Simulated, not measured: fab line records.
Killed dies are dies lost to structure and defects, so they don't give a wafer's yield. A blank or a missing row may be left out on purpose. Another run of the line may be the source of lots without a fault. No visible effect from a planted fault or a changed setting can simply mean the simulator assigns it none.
2 desks, one fault	flow berkeley_cmos170	each desk holds nothing but its own numbers, with what lay behind them at the end

## TOOL OWNER'S DESK, implanter-03
For each lot that ran on this tool, the mean over its sampled wafers that have a number, from the tool's own readings at UCB170_NWELL_IMPLANT_14. The brackets show how far a lot's mean lies from the usual mean; more than 4 standard deviations puts the lot out of limits, marked OUT.
Columns: A = beam_energy_keV at UCB170_NWELL_IMPLANT_14, usual 150.00; B = end_station_pressure_torr at UCB170_NWELL_IMPLANT_14, usual 5e-06 Torr
lot	first seen here	A	B
L741	day 2 16:52	150.02	5e-06
L742	day 2 23:56	150.00	5e-06
L743	day 3 06:28	149.97	5e-06
L746	day 3 21:24	150.04	5e-06
L747	day 4 02:41	149.94	5e-06
L748	day 4 12:00	97.48 (-99 or more) OUT	5e-06
L750	day 4 22:58	97.54 (-99 or more) OUT	5e-06
This desk's finding: out of limits on L748, L750; first on L748, day 4 12:00 (beam_energy_keV at UCB170_NWELL_IMPLANT_14). In limits: L741, L742, L743, L746, L747.

## FROM THE METROLOGY DESK
Means of the sampled wafers that have a number, per lot and without regard to the tool the lot ran on: this is what the gauges read. The brackets show how far a lot's mean lies from the usual mean; more than 4 standard deviations puts the lot out of limits, marked OUT.
Columns: A = NWELL_TW at UCB170_NWELL_TW_MEAS_16, usual 1235
lot	first seen here	A
L739	day 2 08:11	1221
L741	day 2 17:07	1226
L740	day 2 17:11	1245
L742	day 3 00:10	1251
L743	day 3 06:43	1221
L745	day 3 21:36	1245
L746	day 3 21:39	1245
L747	day 4 02:56	1249
L748	day 4 12:14	1109 (-9.7) OUT
L749	day 4 12:24	1247
L750	day 4 23:13	1109 (-9.7) OUT
L754	day 5 22:30	1250
L760	day 7 04:23	1249
L762	day 7 09:50	1233
Finding of this desk: L748, L750 out of limits, first seen on L748 at day 4 12:14 (NWELL_TW at UCB170_NWELL_TW_MEAS_16). In limits: L739, L741, L740, L742, L743, L745, L746, L747, L749, L754, L760, L762.

## PUT TOGETHER
The tool owner's desk had the chance to raise an alarm at day 4 12:00 on L748, L750.
Metrology desk: alarm possible at day 4 12:14 on L748, L750.
UCB170_NWELL_IMPLANT_14 was run on implanter-03 by each of the lots named.

## WHAT THE SIMULATOR PUT IN
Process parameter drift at UCB170_NWELL_IMPLANT_14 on implanter-03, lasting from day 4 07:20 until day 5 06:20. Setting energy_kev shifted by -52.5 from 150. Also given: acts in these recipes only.
Struck lots among those shown: L748, L750.
Counting hours from when the fault started, the first reading out of limits came at 5 for the tool owner's desk and at 5 for the metrology desk.
